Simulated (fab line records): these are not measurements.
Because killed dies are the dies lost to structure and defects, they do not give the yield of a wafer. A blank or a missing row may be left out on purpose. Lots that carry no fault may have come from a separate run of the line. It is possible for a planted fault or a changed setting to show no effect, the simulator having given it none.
Which tool is to blame?	flow rit_cmos	42 wafers from 14 lots sampled at 3 of the route's 202 steps

WHAT EACH GAUGE READ, for each wafer
RIT_NSD_TW_MEAS_10. Usual: for NSD_TW the level is 3127 and the standard deviation is 20.
lot	measured	on	NSD_TW	flag
L263	day 3 02:17	film_metro-01	3106 3108 3099	
L264	day 3 04:30	film_metro-01	3112 3101 3097	
L265	day 3 11:06	film_metro-01	3093 3097 3097	
L267	day 3 21:13	film_metro-03	3144 3154 3156	
L268	day 4 01:00	film_metro-02	3146 3151 3150	
L269	day 4 04:34	film_metro-02	3151 3156 3145	
L271	day 4 15:16	film_metro-03	3139 3136 3160	
L276	day 5 17:12	film_metro-03	3122 3117 3128	
L277	day 5 22:04	film_metro-03	3140 3131 3133	
L280	day 6 13:06	film_metro-03	3146 3145 3141	
L283	day 7 04:49	film_metro-02	3146 3163 3150	
L284	day 7 08:12	film_metro-03	3128 3121 3127	
L285	day 7 13:01	film_metro-03	3109 3125 3118	
L286	day 7 17:30	film_metro-03	3120 3122 3125	

RIT_M1_CD_MEAS_09: target cd 2600 nm. Usual: 2599.8 nm for cd_nm, sd 1.9.
lot	measured	on	cd_nm (nm)	flag
L263	day 3 09:20	cd_sem-01	2596.5 2596.2 2598.0	
L264	day 3 11:20	cd_sem-02	2600.3 2598.9 2599.6	
L265	day 3 17:38	cd_sem-02	2597.5 2596.6 2596.9	
L267	day 4 04:04	cd_sem-01	2597.0 2599.1 2597.7	
L268	day 4 07:45	cd_sem-02	2601.8 2601.0 2599.1	
L269	day 4 11:20	cd_sem-01	2602.2 2601.0 2602.4	
L271	day 4 22:11	cd_sem-02	2602.5 2603.0 2605.8	
L276	day 5 23:59	cd_sem-02	2598.0 2599.5 2599.3	
L277	day 6 04:59	cd_sem-01	2598.8 2601.3 2600.8	
L280	day 6 19:44	cd_sem-01	2598.9 2597.8 2597.9	
L283	day 7 11:41	cd_sem-02	2602.3 2601.9 2602.5	
L284	day 7 15:07	cd_sem-01	2597.9 2600.3 2597.6	
L285	day 7 19:56	cd_sem-02	2599.1 2600.2 2599.9	
L286	day 8 00:51	cd_sem-02	2601.7 2602.4 2600.9	

TOOL THAT RAN EACH LOT (tool first, then ch and the chambers of the sampled wafers, then the start)
lot	RIT_ACTIVE_STRIP_14
L263	plasma_asher-03 ch 0,1, day 1 15:02
L264	plasma_asher-03 ch 0,1, day 1 20:41
L265	plasma_asher-03 ch 0,1, day 2 00:50
L267	plasma_asher-03 ch 0,1, day 2 10:50
L268	plasma_asher-04 ch 0,1, day 2 16:24
L269	plasma_asher-04 ch 0,1, day 2 20:58
L271	plasma_asher-03 ch 0,1, day 3 06:58
L276	plasma_asher-04 ch 0,1, day 4 07:54
L277	plasma_asher-04 ch 0,1, day 4 12:50
L280	plasma_asher-04 ch 0,1, day 5 03:54
L283	plasma_asher-04 ch 0,1, day 5 18:58
L284	plasma_asher-01 ch 0,1, day 6 00:41
L285	plasma_asher-03 ch 0,1, day 6 04:50
L286	plasma_asher-03 ch 0,1, day 6 10:08
- RIT_ACTIVE_STRIP_14: strips in O2, time 180 s.

WHAT THE TOOLS THEMSELVES READ (means of the sampled wafers that have a number; where no wafer has one, the mark that the record gives instead)
RIT_ACTIVE_STRIP_14. Usual: 5.6 A for drypump_motor_current_A, sd 0.56.
lot	tool	drypump_motor_current_A (A)	flag
L263	plasma_asher-03	5.6	
L264	plasma_asher-03	5.2	
L265	plasma_asher-03	5.2	
L267	plasma_asher-03	5.7	
L268	plasma_asher-04	5.7	
L269	plasma_asher-04	5.7	
L271	plasma_asher-03	5.2	
L276	plasma_asher-04	5.7	
L277	plasma_asher-04	5.7	
L280	plasma_asher-04	5.7	
L283	plasma_asher-04	5.7	
L284	plasma_asher-01	5.7	
L285	plasma_asher-03	5.6	
L286	plasma_asher-03	5.2	

THE ANSWER, worked out from the rows above alone
Rule: take the mean of a lot's wafers that have a number; if it is more than 3 standard deviations from the usual mean, the lot is off. Also off: a lot with no number at a reading for which 4 or more lots have one. All remaining lots with rows at the step are treated as sound. After the gauges, taken in route order, come the tools' own readings; for these a lot's mean is taken, as printed above. At the first step where some lot is off, the reading lying furthest off is the one used; lots without a number count as furthest.
No lot is off at any reading shown: from this, nothing can be told.

WHAT THE SIMULATOR HAD PUT IN
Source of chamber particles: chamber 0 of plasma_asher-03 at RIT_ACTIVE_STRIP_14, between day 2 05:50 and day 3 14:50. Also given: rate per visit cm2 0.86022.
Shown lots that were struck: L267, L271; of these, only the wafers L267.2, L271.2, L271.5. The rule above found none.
